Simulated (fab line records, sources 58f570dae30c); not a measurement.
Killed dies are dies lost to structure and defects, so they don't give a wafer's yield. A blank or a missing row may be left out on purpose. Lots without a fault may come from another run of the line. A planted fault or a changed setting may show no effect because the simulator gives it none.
Which tool did it? | flow berkeley_cmos170 | 7 lots, 21 wafers sampled, at 2 steps of a route of 331

WHAT THE GAUGES READ, wafer by wafer
UCB170_SPACER_THK_MEAS_01.
lot  | measured     | on            | SPACER_TEOS_THK (nm)
L124 | day 7 10:08  | film_metro-04 | 373 385 382
L125 | day 7 16:00  | film_metro-03 | 377 385 381
L128 | day 9 05:17  | film_metro-02 | 366 375 376
L129 | day 9 08:41  | film_metro-04 | 374 384 381
L136 | day 10 10:52 | film_metro-02 | 326 321 328 326 321 328
L142 | day 11 12:45 | film_metro-02 | 371 376 379
L143 | day 11 13:28 | film_metro-03 | 371 368 375

WHICH TOOL RAN EACH LOT (tool, then ch and the chambers of the sampled wafers, then the start)
lot  | UCB170_SPACER_CVD_00
L124 | pecvd-01 ch 0,1,2, day 7 10:05
L125 | pecvd-03 ch 1,2, day 7 15:57
L128 | pecvd-02 ch 1,2, day 9 05:14
L129 | pecvd-02 ch 1,2, day 9 08:37
L136 | pecvd-03 ch 0,1, day 10 10:49
L142 | pecvd-02 ch 0,1,2, day 11 12:43
L143 | pecvd-02 ch 0,1, day 11 13:26
- UCB170_SPACER_CVD_00: deposits SiO2 from TEOS/O2, target thk 376 nm, time 47 s.

THE ANSWER, worked out from the rows above alone
Rule: what is usual is taken from the lots themselves. Put in order of their means at a reading, lots are off if they are a third of the lots or fewer, leave a main group of 4 or more, and stand apart from it by a gap of 3 or more times the standard deviation of the main group's means; of several such gaps the widest counts. A main group whose means are all the same, to the digits that the tables above print for the reading, isn't used. A lot without any number at a reading at which 4 lots or more have one is off too. The other lots that the step has rows for count as sound.
Off: L136, at UCB170_SPACER_THK_MEAS_01 (SPACER_TEOS_THK). The main group: mean 377 nm, standard deviation 3.8.
A tool fits if, at a process step before that reading, it ran every lot that is off, and no sound lot after the first of them. The gauges at UCB170_SPACER_THK_MEAS_01 are tried like those tools. One fits: pecvd-03 at UCB170_SPACER_CVD_00. Its last sound lot is L125 (day 7 15:57), its first lot that is off L136 (day 10 10:49): a fault that began between those two fits.

WHAT THE SIMULATOR HAD PUT IN
Process parameter drift: pecvd-03, from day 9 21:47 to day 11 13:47, at UCB170_SPACER_CVD_00. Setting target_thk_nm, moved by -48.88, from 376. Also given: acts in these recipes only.
Lots struck among those shown: L136. The rule above found the same.
